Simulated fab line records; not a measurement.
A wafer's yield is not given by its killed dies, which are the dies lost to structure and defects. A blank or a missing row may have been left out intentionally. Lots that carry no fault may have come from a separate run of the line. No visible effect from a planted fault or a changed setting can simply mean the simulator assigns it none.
A struck lot beside a sound one :: flow berkeley-cmos170 :: 27 steps out of a route of 331
Sound: wafers L489.2, L489.3, L489.4. Wafers L486.1, L486.4, L486.5 were the ones struck. The cause comes at the end.
Order at every step that has rows: each side's tool, ch and its chambers, its first start. Under that, the readings that differ: sound wafers :: struck wafers :: difference of the means :: sigmas: that difference in standard deviations of wafers without a fault.
alike: readings whose means differ by less than 2 such deviations, and words and numbers that are the same on both sides. not compared: withheld readings, readings that some wafer has no value for, bounds like >300 that may hide the same value, and numbers for which the record gives no deviation and whose values overlap.
The two part at a step that has a row with sigmas, a row that says differs or no value, or rows on one side only. When numbers do not overlap yet have no deviation, they are printed without sigmas and do not part them. A reading that every wafer of one side lacks parts them only if that side has two wafers or more.

first, 1 step without rows for these wafers: UCB170_PSD_IMPLANT_08.
UCB170_PSD_STRIP_09: strips in O2.
  sound on plasma-asher-01 ch 0,1, day 12 12:24; struck on plasma-asher-04 ch 0,1, day 12 00:44
  alike: drypump-motor-current-A, oes-product-au, strip-time-to-endpoint-s
  not compared: rf-hours-counter-h
UCB170_PSD_TW_MEAS_10:
  sound on film-metro-04, day 12 12:31; struck on film-metro-01, day 12 00:50
  alike: PSD_TW
then, 7 steps without rows for these wafers: UCB170_PSD_CLEAN_11 (cleans in SPM, time 600 s); UCB170_NSD_HMDS_00 (prime time 60 s); UCB170_NSD_COAT_01 (resist thk 900 nm); UCB170_NSD_SOFTBAKE_02 (time 60 s); UCB170_NSD_EXPOSE_03 (exposes mask NSELECT MOD, target cd 1200 nm); UCB170_NSD_PEB_04; UCB170_NSD_DEVELOP_05 (develop time 45 s).
UCB170_NSD_CD_MEAS_06: the cd target is 1200 nm.
  sound on cd-sem-02, day 12 14:44; struck on cd-sem-02, day 12 03:04
  alike: cd-nm
UCB170_NSD_OVL_MEAS_07:
  sound on overlay-01, day 12 14:50; struck on overlay-02, day 12 03:11
  alike: NSD_OVL
UCB170_NSD_IMPLANT_08:
  sound on implanter-02 ch 0, day 12 14:53; struck on implanter-01 ch 0, day 12 03:32
  alike: beam-on-s
UCB170_NSD_STRIP_09: strips in O2.
  sound on plasma-asher-02 ch 0,1, day 12 15:01; struck on plasma-asher-03 ch 0,1, day 12 03:47
reading: drypump-motor-current-A (A)
sound: 4.8 4.8 5.4
struck: 6.6 6.6 6.3
difference: +1.5
sigmas: +2

reading: oes-product-au (a.u.)
sound: 0.529 0.533 0.533
struck: 0.482 0.496 0.477
difference: -0.047
sigmas: -9

reading: strip-time-to-endpoint-s (s)
sound: 36.10 36.11 36.13
struck: 43.16 43.21 43.15
difference: +7.06
sigmas: +99 or more
  not compared: rf-hours-counter-h
UCB170_NSD_TW_MEAS_10:
  sound on film-metro-03, day 12 15:08; struck on film-metro-03, day 12 03:53
reading: NSD_TW
sound: 4219 4232 4236
struck: 4427 4448 4439
difference: +209
sigmas: +11
then, 4 steps without rows for these wafers: UCB170_NSD_CLEAN_11 (cleans in SPM, time 600 s); UCB170_BACKSIDE_HMDS_00 (prime time 60 s); UCB170_BACKSIDE_COAT_01 (resist thk 900 nm); UCB170_BACKSIDE_SOFTBAKE_02 (time 60 s).
UCB170_BACKSIDE_STRIP_03: strips in O2.
  sound on plasma-asher-03 ch 0,1, day 12 16:04; struck on plasma-asher-03 ch 1, day 12 04:58
  alike: drypump-motor-current-A, oes-product-au, strip-time-to-endpoint-s
  not compared: rf-hours-counter-h
then, 1 step without rows for these wafers: UCB170_BACKSIDE_CLEAN_04 (cleans in SPM, time 600 s).
UCB170_SDANNEAL_RTA_00: time 10 s.
  sound on rtp-anneal-01 ch 0, day 12 16:21; struck on rtp-anneal-01 ch 0, day 12 05:23
  alike: lamp-power-pct, wafer_temp_C_max
UCB170_SDANNEAL_RTA_01: time 5 s.
  sound on rtp-anneal-01 ch 0, day 12 16:25; struck on rtp-anneal-01 ch 0, day 12 05:27
  alike: lamp-power-pct, wafer_temp_C_max
UCB170_SDANNEAL_RS_MEAS_02: the measuring method here is four-point-probe.
  sound on film-metro-03, day 12 16:29; struck on film-metro-01, day 12 05:30
  alike: PSD_RS
UCB170_SDANNEAL_RS_MEAS_03: the measuring method here is four-point-probe.
  sound on film-metro-03, day 12 16:36; struck on film-metro-01, day 12 05:37
reading: NSD_RS (ohm/sq)
sound: 37.08 36.98 36.98
struck: 29.97 30.00 30.00
difference: -7.02
sigmas: -73
UCB170_SDANNEAL_RS_MEAS_04: the measuring method here is four-point-probe.
  sound on film-metro-03, day 12 16:43; struck on film-metro-01, day 12 05:44
  alike: PLDD_RS
after that, 1 step had no rows for these wafers: UCB170_M3_PROBE_99.

== WHERE THEY PART ==
First at UCB170_NSD_STRIP_09; last, within this record, at UCB170_SDANNEAL_RS_MEAS_03. Later steps at which nothing parts them and some readings are alike: UCB170_SDANNEAL_RS_MEAS_04.

WHY: what the simulator had put in
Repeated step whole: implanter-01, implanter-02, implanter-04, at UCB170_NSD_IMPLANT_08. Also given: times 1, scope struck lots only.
